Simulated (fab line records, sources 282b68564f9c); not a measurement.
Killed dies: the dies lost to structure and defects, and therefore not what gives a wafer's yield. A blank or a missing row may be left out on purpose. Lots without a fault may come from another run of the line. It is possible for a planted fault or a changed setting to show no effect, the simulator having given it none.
Comparing a struck lot with a sound one ; flow rit_cmos ; 16 steps out of a route of 202
Sound: these wafers, L770.2, L770.3, L770.6. Struck: wafers L786.2, L786.4, L786.5. The cause comes at the end.
Per side, at each step with rows, come the tool, then ch with its chambers, and then its first start. Under that, the readings that differ: sound wafers ; struck wafers ; difference of the means ; sigmas: that difference in standard deviations of wafers without a fault.
alike: a reading whose means differ by less than 2 such deviations, as well as words and numbers matching on both sides. not compared: withheld readings; readings where some wafer has no value; bounds like >300 that might hide an equal value; numbers whose values overlap and for which the record gives no deviation.
A row with sigmas, a row that says differs or no value, or rows on one side alone: a step with any of these is where the two part. Non-overlapping numbers with no deviation appear without sigmas and do not part them. A reading that every wafer of one side lacks parts them only if that side has two wafers or more.

RIT_ACTIVE_BOW_MEAS_00:
  sound: film_metro-04 at day 1 10:01; struck: film_metro-03 at day 4 18:01
  alike: INCOMING_BOW
then, 1 step without rows for these wafers: RIT_ACTIVE_OXIDATION_01 (target thk 46.8 nm, ox time 3360 s).
RIT_ACTIVE_THK_MEAS_02:
  sound: film_metro-01 at day 1 13:30; struck: film_metro-03 at day 4 22:38
  alike: ACTIVE_OXIDE_THK
then, 1 step without rows for these wafers: RIT_ACTIVE_CVD_03 (deposits Si3N4 from SiH2Cl2/NH3, target thk 150 nm, time 1500 s).
RIT_ACTIVE_THK_MEAS_04:
  sound: film_metro-04 at day 1 14:59; struck: film_metro-03 at day 5 00:07
  alike: ACTIVE_NITRIDE_THK
then, 3 steps without rows for these wafers: RIT_ACTIVE_HMDS_05 (prime time 62.34 s); RIT_ACTIVE_COAT_06 (resist thk 1000 nm); RIT_ACTIVE_SOFTBAKE_07 (time 60 s).
RIT_ACTIVE_EXPOSE_08: exposes mask M1, target cd 1400 nm.
  sound on iline_stepper-01 ch 0, day 1 15:30; struck on iline_stepper-01 ch 0, day 5 00:46
reading;sound;struck;difference;sigmas
exposure_dose_mJ_cm2;225.23 225.14 225.59;223.34 223.42 223.27;-1.98;-9
  alike: mask
then, 2 steps without rows for these wafers: RIT_ACTIVE_PEB_09; RIT_ACTIVE_DEVELOP_10 (develop time 50 s).
RIT_ACTIVE_CD_MEAS_11: target cd 1400 nm.
  sound: cd_sem-01 at day 1 15:54; struck: cd_sem-01 at day 5 01:10
reading;sound;struck;difference;sigmas
cd_nm (nm);1398.5 1397.9 1397.7;1392.4 1386.8 1394.9;-6.7;-2
then, 1 step without rows for these wafers: RIT_ACTIVE_HARDBAKE_12 (time 60 s).
RIT_ACTIVE_ETCH_13: etches Si3N4 in SF6, stops on SiO2, time 210 s, target depth 210 nm.
  sound on rie_diel-03 ch 1,2, day 1 16:09; struck on rie_diel-04 ch 2,3, day 5 01:25
reading;sound;struck;difference;sigmas
throttle_valve_pct (%);7.28 7.27 7.25;7.64 7.46 7.66;+0.32;+2
model.ACTIVE.cd_nm (nm);1398 1398 1398;1392 1387 1395;-7;
  alike: drypump_motor_current_A, oes_product_au
  not compared: rf_hours_counter_h
RIT_ACTIVE_STRIP_14: strips in O2, time 180 s.
  sound on plasma_asher-04 ch 0, day 1 16:17; struck on plasma_asher-02 ch 0,1, day 5 01:33
reading;sound;struck;difference;sigmas
rf_refl_power_W (W);5.1 5.0 4.8;7.8 8.1 6.2;+2.4;+2
  alike: drypump_motor_current_A, o2_flow_sccm
  not compared: rf_hours_counter_h
RIT_M1_PROBE_99:
  sound: prober-02 at day 3 09:37; struck: prober-02 at day 6 23:46
  alike: killed_at_contacts, killed_at_front_end, killed_dies, killed_open, killed_short

WHERE THEY PART
First at RIT_ACTIVE_EXPOSE_08; last, within this record, at RIT_ACTIVE_STRIP_14. Later steps at which nothing parts them and some readings are alike: RIT_M1_PROBE_99.

WHY: what had been put in by the simulator
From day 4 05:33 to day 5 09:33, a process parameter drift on iline_stepper-01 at RIT_ACTIVE_EXPOSE_08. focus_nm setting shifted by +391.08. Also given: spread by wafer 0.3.
